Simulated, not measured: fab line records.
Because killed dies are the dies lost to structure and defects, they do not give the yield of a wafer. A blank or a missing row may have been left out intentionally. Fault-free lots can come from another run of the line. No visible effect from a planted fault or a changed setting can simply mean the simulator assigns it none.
Comparing a struck lot with a sound one :: flow berkeleyCmos170 :: 14 out of 331 route steps
Sound: the wafers L451.3, L451.4, L451.6. Wafers struck: L452.3, L452.4, L452.5. At the end, the cause is stated.
Each step with rows lists, per side, the tool, then ch with its chambers, then its first start. Under that, the readings that differ: sound wafers :: struck wafers :: difference of the means :: sigmas: that difference in standard deviations of wafers without a fault.
alike: a reading whose means differ by less than 2 such deviations, as well as words and numbers matching on both sides. not compared: withheld readings; readings where some wafer has no value; bounds like >300 that might hide an equal value; numbers whose values overlap and for which the record gives no deviation.
A row with sigmas, a row that says differs or no value, or rows on one side alone: a step with any of these is where the two part. Numbers that don't overlap but have no deviation are shown without sigmas and don't part them. A reading missing from all wafers of one side parts the sides only when that side holds two or more wafers.

UCB170_M3_SPUTTER_01: material Al, target thk 900 nm, time 120 s.
  sound on pvdSputter-01 at day 12 02:35; struck on pvdSputter-01 at day 12 07:03
  alike: throttleValvePct
UCB170_M3_RS_MEAS_02: measurement is done with a four-point probe.
  sound on filmMetro-01 at day 12 02:42; struck on filmMetro-04 at day 12 07:10
  alike: M3_AL_RS
UCB170_M3_THK_MEAS_03: measures by xrf.
  sound on filmMetro-01 at day 12 02:48; struck on filmMetro-04 at day 12 07:16
  alike: M3_AL_THK
then, 3 steps without rows for these wafers: UCB170_M3_HMDS_04 (prime time 60 s); UCB170_M3_COAT_05 (resist thk 900 nm); UCB170_M3_SOFTBAKE_06 (time 60 s).
UCB170_M3_STRIP_07: strips in O2.
  sound on plasmaAsher-03 ch 0,1, day 12 03:20; struck on plasmaAsher-03 ch 0,1, day 12 07:47
  alike: drypumpMotorCurrentA, oesProductAu, stripTimeToEndpointS
  not compared: rfHoursCounterH
then, 5 steps without rows for these wafers: UCB170_M3_STRIP_08 (strips KrF in DMSO, time 600 s); UCB170_M3_COAT_09; UCB170_M3_COAT_10 (resist thk 900 nm); UCB170_M3_SOFTBAKE_11 (time 60 s); UCB170_M3_EXPOSE_12 (exposes mask METAL3, target cd 700 nm).
UCB170_M3_PEB_13:
  sound on lithoTrack-03 ch 0, day 12 04:21; struck on lithoTrack-01, day 12 10:11
  no value came back on the struck wafers for chillPlateTempC (C), exhaustPa (Pa); on the sound wafers chillPlateTempC (C) reads 22.85 22.91 22.86
then, 1 step without rows for these wafers: UCB170_M3_DEVELOP_14 (develop time 45 s).

== WHERE THEY PART ==
UCB170_M3_PEB_13 only, going by this record.

WHY: what had been put in by the simulator
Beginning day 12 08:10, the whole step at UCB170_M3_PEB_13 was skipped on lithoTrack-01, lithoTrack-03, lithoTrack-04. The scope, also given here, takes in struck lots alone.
